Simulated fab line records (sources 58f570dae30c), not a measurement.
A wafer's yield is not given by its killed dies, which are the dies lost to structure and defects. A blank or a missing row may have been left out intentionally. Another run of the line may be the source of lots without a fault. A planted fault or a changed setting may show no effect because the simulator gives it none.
Which tool was responsible? ; flow berkeley cmos170 ; 14 lots, 42 wafers sampled, at 6 steps of a route of 331

== WHAT THE GAUGES READ, wafer by wafer ==
UCB170_WELLDRIVE_THK_MEAS_02.
lot;measured;on;WELLDRIVE_OXIDE_THK (nm)
L559;day 3 19:39;film metro-03;197 200 197
L562;day 4 10:31;film metro-04;199 200 197
L561;day 4 17:06;film metro-03;195 202 199
L563;day 5 01:22;film metro-04;197 199 195
L564;day 5 01:22;film metro-02;197 199 199
L567;day 5 14:44;film metro-02;203 203 202
L568;day 5 14:46;film metro-04;200 200 198
L570;day 5 23:38;film metro-02;198 198 196
L573;day 6 17:10;film metro-04;201 198 196
L574;day 7 03:23;film metro-02;205 203 200
L576;day 7 09:40;film metro-04;206 207 205
L577;day 7 16:17;film metro-02;196 196 196
L581;day 8 11:34;film metro-04;198 194 193
L582;day 9 01:36;film metro-04;202 199 206

UCB170_NLDD_TW_MEAS_11.
lot;measured;on;NLDD_TW
L559;day 7 06:22;film metro-02;2243 2246 2246
L562;day 7 22:38;film metro-03;2237 2248 2235
L561;day 7 22:18;film metro-01;2214 2223 2225
L563;day 8 11:22;film metro-02;2262 2260 2259
L564;day 8 10:49;film metro-02;2260 2254 2266
L567;day 9 09:36;film metro-02;2247 2245 2246
L568;day 9 10:09;film metro-03;2226 2224 2217
L570;day 9 15:57;film metro-03;2218 2233 2229
L573;day 10 09:54;film metro-03;2225 2224 2245
L574;day 10 17:05;film metro-01;2085 2087 2088
L576;day 11 01:51;film metro-01;2244 2227 2233
L577;day 11 02:17;film metro-03;2076 2081 2076
L581;day 12 01:58;film metro-01;2232 2224 2238
L582;day 12 12:26;film metro-01;2233 2231 2241

UCB170_SDANNEAL_RS_MEAS_05: the measuring method here is four-point-probe.
lot;measured;on;NLDD_RS (ohm/sq)
L559;day 7 21:52;film metro-03;616.2 613.6 614.2
L562;day 8 11:27;film metro-03;613.6 612.7 614.9
L561;day 8 10:58;film metro-01;616.0 615.8 614.3
L563;day 8 20:51;film metro-01;612.3 612.7 612.1
L564;day 8 20:32;film metro-02;616.3 615.3 615.1
L567;day 9 20:08;film metro-03;617.1 618.1 617.6
L568;day 9 20:23;film metro-01;613.0 613.7 614.0
L570;day 10 04:44;film metro-03;615.0 614.6 611.4
L573;day 10 21:43;film metro-03;616.2 618.1 618.2
L574;day 11 05:14;film metro-02;729.0 727.9 730.5
L576;day 11 15:26;film metro-02;615.6 614.2 613.2
L577;day 11 16:26;film metro-03;730.6 726.9 729.2
L581;day 12 15:52;film metro-03;614.0 615.1 614.7
L582;day 13 00:32;film metro-02;613.8 611.7 612.9

== WHICH TOOL RAN EACH LOT (tool, then ch and the chambers of the sampled wafers, then the start) ==
lot;UCB170_PLDD_STRIP_10;UCB170_NLDD_IMPLANT_08;UCB170_SPACER_ETCHBACK_03
L559;plasma asher-02 ch 0,1, day 7 04:27;implanter-01 ch 0, day 7 05:59;rie diel-02 ch 0,1,3, day 7 13:45
L562;plasma asher-04 ch 0,1, day 7 20:52;implanter-03 ch 0, day 7 22:16;rie diel-02 ch 0,1, day 8 05:04
L561;plasma asher-02 ch 0,1, day 7 20:34;implanter-02 ch 0, day 7 21:54;rie diel-03 ch 1,2,3, day 8 05:04
L563;plasma asher-03 ch 0,1, day 8 08:11;implanter-01 ch 0, day 8 10:58;rie diel-03 ch 0,1,2, day 8 15:54
L564;plasma asher-04 ch 0,1, day 8 07:34;implanter-02 ch 0, day 8 10:25;rie diel-04 ch 1,2,3, day 8 15:54
L567;plasma asher-02 ch 0,1, day 9 07:25;implanter-01 ch 0, day 9 09:12;rie diel-03 ch 0,1,3, day 9 15:40
L568;plasma asher-02 ch 0,1, day 9 07:58;implanter-03 ch 0, day 9 09:45;rie diel-04 ch 1,3, day 9 15:40
L570;plasma asher-03 ch 0,1, day 9 14:13;implanter-01 ch 0, day 9 15:34;rie diel-04 ch 2,3, day 9 23:40
L573;plasma asher-03 ch 0,1, day 10 07:37;implanter-03 ch 0, day 10 09:25;rie diel-03 ch 0,1,3, day 10 15:35
L574;plasma asher-03 ch 0,1, day 10 15:21;implanter-03 ch 0, day 10 16:43;rie diel-03 ch 1,2,3, day 11 00:22
L576;plasma asher-03 ch 0,1, day 10 23:47;implanter-01 ch 0, day 11 01:29;rie diel-04 ch 1,3, day 11 08:41
L577;plasma asher-02 ch 0,1, day 10 23:46;implanter-03 ch 0, day 11 01:53;rie diel-03 ch 0,3, day 11 08:41
L581;plasma asher-03 ch 0,1, day 11 23:49;implanter-02 ch 0, day 12 01:34;rie diel-02 ch 1,2,3, day 12 07:46
L582;plasma asher-03 ch 0,1, day 12 10:02;implanter-02 ch 0, day 12 12:04;rie diel-04 ch 0,2,3, day 12 18:34
- UCB170_PLDD_STRIP_10: strips in O2.
- UCB170_NLDD_IMPLANT_08
- UCB170_SPACER_ETCHBACK_03: etches SiO2 in CHF3/CF4/Ar, stops on Si, target depth 376 nm, time 100 s.

== AS READ BY THE TOOLS THEMSELVES (means over the sampled wafers that have a number; for cases with no such wafer, the mark the record gives instead) ==
UCB170_PLDD_STRIP_10.
lot;tool;drypump motor current A (A);oes product au (a.u.);strip time to endpoint s (s)
L559;plasma asher-02;5.34;0.735;21.67
L562;plasma asher-04;5.43;0.735;21.68
L561;plasma asher-02;5.38;0.735;21.64
L563;plasma asher-03;5.75;0.736;21.54
L564;plasma asher-04;5.43;0.732;21.60
L567;plasma asher-02;5.46;0.733;21.54
L568;plasma asher-02;5.48;0.733;21.61
L570;plasma asher-03;5.78;0.738;21.65
L573;plasma asher-03;5.77;0.738;21.71
L574;plasma asher-03;5.73;0.736;21.64
L576;plasma asher-03;5.75;0.735;21.64
L577;plasma asher-02;5.37;0.730;21.55
L581;plasma asher-03;5.75;0.735;21.51
L582;plasma asher-03;5.76;0.738;21.61

UCB170_NLDD_IMPLANT_08.
lot;tool;beam energy keV;dose ions cm2;faraday current uA
L559;implanter-01;30.457;5e+13;159.3
L562;implanter-03;30.454;5e+13;158.6
L561;implanter-02;30.454;5e+13;157.6
L563;implanter-01;30.458;5e+13;157.7
L564;implanter-02;30.450;5e+13;155.3
L567;implanter-01;30.454;5e+13;159.5
L568;implanter-03;30.444;5e+13;161.1
L570;implanter-01;30.452;5e+13;158.2
L573;implanter-03;30.441;5e+13;158.7
L574;implanter-03;30.443;3e+13;87.1
L576;implanter-01;30.445;5e+13;160.1
L577;implanter-03;30.438;3e+13;86.7
L581;implanter-02;30.450;5e+13;158.2
L582;implanter-02;30.454;5e+13;159.0

UCB170_SPACER_ETCHBACK_03.
lot;tool;drypump motor current A (A);oes product au (a.u.);throttle valve pct (%)
L559;rie diel-02;5.91;0.921;6.62
L562;rie diel-02;5.67;0.921;6.64
L561;rie diel-03;5.58;0.897;6.51
L563;rie diel-03;5.71;0.892;6.50
L564;rie diel-04;5.97;0.899;6.54
L567;rie diel-03;5.61;0.909;6.48
L568;rie diel-04;5.68;0.927;6.65
L570;rie diel-04;5.84;0.918;6.65
L573;rie diel-03;5.62;0.903;6.47
L574;rie diel-03;5.59;0.905;6.51
L576;rie diel-04;5.83;0.910;6.53
L577;rie diel-03;5.59;0.905;6.44
L581;rie diel-02;5.82;0.913;6.49
L582;rie diel-04;5.88;0.914;6.55

== THE ANSWER, worked out from the rows above alone ==
Rule: the usual values come from the lots themselves. Put in order of their means at a reading, lots are off if they are a third of the lots or fewer, leave a main group of 4 or more, and stand apart from it by a gap of 3 or more times the standard deviation of the main group's means; of several such gaps the widest counts. A main group is skipped when, at the precision printed for the reading in the tables above, its means are all equal. A lot without any number at a reading at which 4 lots or more have one is off too. Where the step has rows for the other lots, those lots are counted as sound. Order of review: gauges by route order, followed by the tools' own readings, for which a lot's mean as printed above is used. At the first step where some lot is off, the reading lying furthest off is the one used; lots without a number count as furthest.
Off: at UCB170_NLDD_TW_MEAS_11 (NLDD_TW), L574, L577. The main group: mean 2238, standard deviation 13.
A tool fits if, at a process step before that reading, it ran every lot that is off, and no sound lot after the first of them. Not tried: the gauges at UCB170_NLDD_TW_MEAS_11; whatever is off there is also off at UCB170_NLDD_IMPLANT_08, on other tools, and gauge error can't account for it. One fits: UCB170_NLDD_IMPLANT_08 on implanter-03. Its last sound lot is L573 (day 10 09:25), its first lot that is off L574 (day 10 16:43): a fault that began between those two fits.
The tool's own readings at UCB170_NLDD_IMPLANT_08 bear it out: on the lots that are off they differ by more than 5 times the standard deviation of the sound lots' means. dose ions cm2 reads 3e+13 there against 5e+13 on the sound lots; faraday current uA reads 86.9 there against 158.6 on the sound lots.

== WHAT THE SIMULATOR HAD PUT IN ==
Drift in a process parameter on implanter-03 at UCB170_NLDD_IMPLANT_08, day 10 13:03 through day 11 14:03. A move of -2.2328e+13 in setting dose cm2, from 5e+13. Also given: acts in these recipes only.
Struck lots among those shown: L574, L577. The same result came from the rule above.
